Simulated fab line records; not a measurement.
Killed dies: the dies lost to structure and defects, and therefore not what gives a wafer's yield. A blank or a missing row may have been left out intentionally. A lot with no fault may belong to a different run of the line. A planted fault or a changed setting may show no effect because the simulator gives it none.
Which tool was responsible? ; flow berkeley cmos170 ; 14 lots, 42 wafers sampled, at 2 steps of a route of 331

== WHAT EACH GAUGE READ, for each wafer ==
UCB170_M2_CD_MEAS_15: target cd 700 nm. Usual: 700.2 nm for cd nm, sd 1.5.
lot;measured;on;cd nm (nm);flag
L706;day 7 22:45;cd sem-01;702.1 701.6 701.9;
L707;day 8 10:10;cd sem-01;699.9 699.6 698.6;
L712;day 8 19:06;cd sem-02;701.1 701.4 701.7;
L708;day 8 20:26;cd sem-02;699.5 700.1 700.7;
L709;day 8 20:44;cd sem-02;699.6 699.5 700.3;
L713;day 9 08:56;cd sem-01;699.9 699.6 700.1;
L715;day 9 09:04;cd sem-01;701.2 699.9 700.7;
L710;day 9 10:04;cd sem-01;701.9 701.7 703.0;
L714;day 9 10:22;cd sem-01;698.6 698.1 698.1;
L716;day 9 20:55;cd sem-01;697.5 699.6 698.6;
L717;day 10 00:44;cd sem-02;699.9 699.2 701.1;
L725;day 11 16:46;cd sem-01;702.6 702.1 704.3;
L727;day 11 17:00;cd sem-01;699.4 699.6 700.0;
L726;day 11 18:39;cd sem-01;698.8 700.8 698.4;

== EACH LOT AND THE TOOL THAT RAN IT (in order: tool; ch and the chambers of the sampled wafers; start) ==
lot;UCB170_M2_SPUTTER_01
L706;pvd sputter-03, day 7 20:24
L707;pvd sputter-03, day 8 06:04
L712;pvd sputter-03, day 8 15:52
L708;pvd sputter-01, day 8 16:06
L709;pvd sputter-02, day 8 16:13
L713;pvd sputter-03, day 9 04:53
L715;pvd sputter-01, day 9 05:10
L710;pvd sputter-03, day 9 07:06
L714;pvd sputter-01, day 9 07:13
L716;pvd sputter-02, day 9 18:35
L717;pvd sputter-03, day 9 22:26
L725;pvd sputter-02, day 11 14:32
L727;pvd sputter-01, day 11 14:47
L726;pvd sputter-02, day 11 16:37
- UCB170_M2_SPUTTER_01: material Al, target thk 900 nm, time 117.5 s.

== AS READ BY THE TOOLS THEMSELVES (means over the sampled wafers that have a number; for cases with no such wafer, the mark the record gives instead) ==
UCB170_M2_SPUTTER_01. Usual: 30.5 % for throttle valve pct, sd 0.52.
lot;tool;throttle valve pct (%);flag
L706;pvd sputter-03;30.7;
L707;pvd sputter-03;30.7;
L712;pvd sputter-03;30.5;
L708;pvd sputter-01;30.4;
L709;pvd sputter-02;30.5;
L713;pvd sputter-03;30.7;
L715;pvd sputter-01;30.2;
L710;pvd sputter-03;30.5;
L714;pvd sputter-01;30.0;
L716;pvd sputter-02;30.3;
L717;pvd sputter-03;30.8;
L725;pvd sputter-02;30.4;
L727;pvd sputter-01;30.1;
L726;pvd sputter-02;30.2;

== THE ANSWER, worked out from the rows above alone ==
Rule: a lot counts as off when the mean over its wafers that have a number is more than 3 standard deviations away from the usual mean. A lot without any number at a reading at which 4 lots or more have one is off too. Where the step has rows for the other lots, those lots are counted as sound. Order of review: gauges by route order, followed by the tools' own readings, for which a lot's mean as printed above is used. The first step at which some lot is off is used, and at that step the reading that is off furthest; a lot without a number counts as furthest.
None of the lots is off at any reading shown; this tells nothing.

== WHAT THE SIMULATOR HAD INSERTED ==
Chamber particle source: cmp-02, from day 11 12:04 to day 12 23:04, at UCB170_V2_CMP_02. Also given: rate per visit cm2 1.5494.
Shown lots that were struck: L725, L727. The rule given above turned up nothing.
